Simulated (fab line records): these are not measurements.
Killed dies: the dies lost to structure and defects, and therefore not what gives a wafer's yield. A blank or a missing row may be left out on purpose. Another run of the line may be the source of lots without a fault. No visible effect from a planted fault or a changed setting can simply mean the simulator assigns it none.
Struck lot and sound lot, side by side    flow berkeley-cmos170    44 steps out of a route of 331
Sound: the wafers L820.3, L820.4, L820.5. Wafers struck: L825.2, L825.3, L825.4. At the end, the cause is stated.
For every step that has rows: the tool of each side, followed by ch and its chambers, followed by its first start. Under that, the readings that differ: sound wafers    struck wafers    difference of the means    sigmas: that difference in standard deviations of wafers without a fault.
alike: a reading whose means differ by less than 2 such deviations, as well as words and numbers matching on both sides. not compared: withheld readings; readings where some wafer has no value; bounds like >300 that might hide an equal value; numbers whose values overlap and for which the record gives no deviation.
A row with sigmas, a row that says differs or no value, or rows on one side alone: a step with any of these is where the two part. When numbers do not overlap yet have no deviation, they are printed without sigmas and do not part them. A reading missing from all wafers of one side parts the sides only when that side holds two or more wafers.

first, 6 steps without rows for these wafers: UCB170_V1_HMDS_06 (prime time 60 s); UCB170_V1_COAT_07 (resist thk 900 nm); UCB170_V1_SOFTBAKE_08 (time 58.18 s); UCB170_V1_EXPOSE_09 (exposes mask VIA1, target cd 700 nm); UCB170_V1_PEB_10; UCB170_V1_DEVELOP_11 (develop time 45 s).
UCB170_V1_CD_MEAS_12: the cd target is 700 nm.
  sound on cd-sem-01 at day 9 00:10; struck on cd-sem-01 at day 10 02:21
  alike: cd-nm
UCB170_V1_OVL_MEAS_13:
  sound on overlay-01 at day 9 00:16; struck on overlay-01 at day 10 02:28
  alike: V1_OVL
then, 1 step without rows for these wafers: UCB170_V1_ETCH_14 (etches SiO2 in CHF3/CF4/Ar, stops on Al, target depth 1250 nm, time 299.3 s).
UCB170_V1_STRIP_15: strips in O2.
  sound on plasma-asher-03 ch 0,1, day 9 00:30; struck on plasma-asher-03 ch 0,1, day 10 02:40
  alike: drypump-motor-current-A, oes-product-au, strip-time-to-endpoint-s
  not compared: rf-hours-counter-h
UCB170_V1_CD_MEAS_90: the cd target is 700 nm.
  sound on cd-sem-01 at day 9 00:37; struck on cd-sem-02 at day 10 02:47
  alike: cd-nm
then, 1 step without rows for these wafers: UCB170_M2_PRE_CLEAN_00 (preclean etch time 60 s).
UCB170_M2_SPUTTER_01: material Al, target thk 900 nm, time 120 s.
  sound on pvd-sputter-02 at day 9 00:46; struck on pvd-sputter-02 at day 10 02:57
reading                                sound              struck         difference  sigmas
model.Al_of_M2_SPUTTER_01.thk-nm (nm)  905.1 873.9 897.7  577.8 610 596  -297.6      
  alike: cathode-dc-power-W, throttle-valve-pct
UCB170_M2_RS_MEAS_02: measures by four-point-probe.
  sound on film-metro-02 at day 9 00:53; struck on film-metro-03 at day 10 03:04
reading            sound                 struck                difference  sigmas
M2_AL_RS (ohm/sq)  0.0320 0.0331 0.0322  0.0504 0.0477 0.0489  +0.0166     +36
UCB170_M2_THK_MEAS_03: measures by xrf.
  sound on film-metro-02 at day 9 00:59; struck on film-metro-03 at day 10 03:10
reading         sound        struck       difference  sigmas
M2_AL_THK (nm)  916 889 914  586 619 603  -304        -23
then, 3 steps without rows for these wafers: UCB170_M2_HMDS_04 (prime time 60 s); UCB170_M2_COAT_05 (resist thk 900 nm); UCB170_M2_SOFTBAKE_06 (time 60 s).
UCB170_M2_STRIP_07: strips in O2.
  sound on plasma-asher-04 ch 0,1, day 9 01:55; struck on plasma-asher-01 ch 0,1, day 10 03:47
  alike: drypump-motor-current-A, oes-product-au, strip-time-to-endpoint-s
  not compared: rf-hours-counter-h
then, 7 steps without rows for these wafers: UCB170_M2_STRIP_08 (strips KrF in DMSO, time 600 s); UCB170_M2_COAT_09; UCB170_M2_COAT_10 (resist thk 900 nm); UCB170_M2_SOFTBAKE_11 (time 60 s); UCB170_M2_EXPOSE_12 (exposes mask METAL2, target cd 700 nm); UCB170_M2_PEB_13; UCB170_M2_DEVELOP_14 (develop time 45 s).
UCB170_M2_CD_MEAS_15: the cd target is 700 nm.
  sound on cd-sem-02 at day 9 04:17; struck on cd-sem-02 at day 10 05:05
  alike: cd-nm
UCB170_M2_OVL_MEAS_16:
  sound on overlay-02 at day 9 04:23; struck on overlay-02 at day 10 05:12
  alike: M2_OVL
UCB170_M2_ETCH_17: etches BARC in N2/H2.
  sound on rie-diel-01 ch 0,1, day 9 04:25; struck on rie-diel-01 ch 0,1,3, day 10 05:14
  alike: drypump-motor-current-A, oes-product-au, throttle-valve-pct
UCB170_M2_METAL_ETCH_18: etches Al in Cl2/BCl3, stops on SiO2, target depth 1170 nm, time 195 s.
  sound on rie-metal-01 ch 0,1, day 9 04:31; struck on rie-metal-01 ch 0,1, day 10 05:16
reading                sound              struck             difference  sigmas
oes-product-au (a.u.)  0.858 0.855 0.870  0.686 0.705 0.707  -0.162      -12
  alike: drypump-motor-current-A, he-backside-leak-sccm, throttle-valve-pct
  not compared: rf-hours-counter-h
UCB170_M2_STRIP_19: strips in O2.
  sound on plasma-asher-04 ch 0,1, day 9 04:40; struck on plasma-asher-02 ch 0,1, day 10 05:28
  alike: drypump-motor-current-A, oes-product-au
  not compared: rf-hours-counter-h
UCB170_M2_CD_MEAS_90: the cd target is 700 nm.
  sound on cd-sem-01 at day 9 04:47; struck on cd-sem-01 at day 10 05:35
  alike: cd-nm
UCB170_V2_CVD_00: deposits SiO2 from TEOS/O2, target thk 2000 nm, time 258.5 s.
  sound on pecvd-04 ch 0,1,2, day 9 04:52; struck on pecvd-02 ch 0,1, day 10 05:41
  alike: heater-power-w
UCB170_V2_THK_MEAS_01:
  sound on film-metro-01 at day 9 05:02; struck on film-metro-02 at day 10 05:51
  alike: V2_TEOS_THK
then, 1 step without rows for these wafers: UCB170_V2_CMP_02 (polishes SiO2).
UCB170_V2_BOW_MEAS_03:
  sound on film-metro-01 at day 9 05:25; struck on film-metro-02 at day 10 06:13
  alike: V2_BOW
UCB170_V2_THK_MEAS_04:
  sound on film-metro-01 at day 9 05:31; struck on film-metro-02 at day 10 06:20
  alike: V2_POLISHED_THK
then, 5 steps without rows for these wafers: UCB170_V2_CLEAN_05 (cleans in DIW); UCB170_V2_HMDS_06 (prime time 60 s); UCB170_V2_COAT_07 (resist thk 900 nm); UCB170_V2_SOFTBAKE_08 (time 60 s); UCB170_V2_EXPOSE_09 (exposes mask VIA2, target cd 700 nm).
UCB170_V2_ETCH_14: etches SiO2 in CHF3/CF4/Ar, stops on Al, target depth 1250 nm, time 291 s.
  sound on rie-diel-03 ch 0,1,3, day 9 06:51; struck on rie-diel-02 ch 1,2,3, day 10 08:17
reading                                sound              struck             difference  sigmas
model.Al_of_M2_SPUTTER_01.thk-nm (nm)  905.1 873.9 897.7  577.6 609.6 595.9  -297.9      
  alike: drypump-motor-current-A, oes-product-au, throttle-valve-pct
  not compared: rf-hours-counter-h
UCB170_M3_PROBE_99:
  sound on prober-01 at day 9 11:28; struck on prober-01 at day 10 12:36
reading                                sound                       struck            difference  sigmas
model.etest.antenna-m2.vt-shift-v (V)  -0.01317 -0.01035 -0.01188  -0.01916 -0.0206  -0.00808    

## WHERE THEY PART
At UCB170_M2_RS_MEAS_02 first; at UCB170_M2_METAL_ETCH_18 last (within this record only). Later steps at which nothing parts them and some readings are alike: UCB170_M2_STRIP_19, UCB170_M2_CD_MEAS_90, UCB170_V2_CVD_00, UCB170_V2_THK_MEAS_01, UCB170_V2_BOW_MEAS_03, UCB170_V2_THK_MEAS_04, UCB170_V2_ETCH_14.

WHY: the cause the simulator had injected
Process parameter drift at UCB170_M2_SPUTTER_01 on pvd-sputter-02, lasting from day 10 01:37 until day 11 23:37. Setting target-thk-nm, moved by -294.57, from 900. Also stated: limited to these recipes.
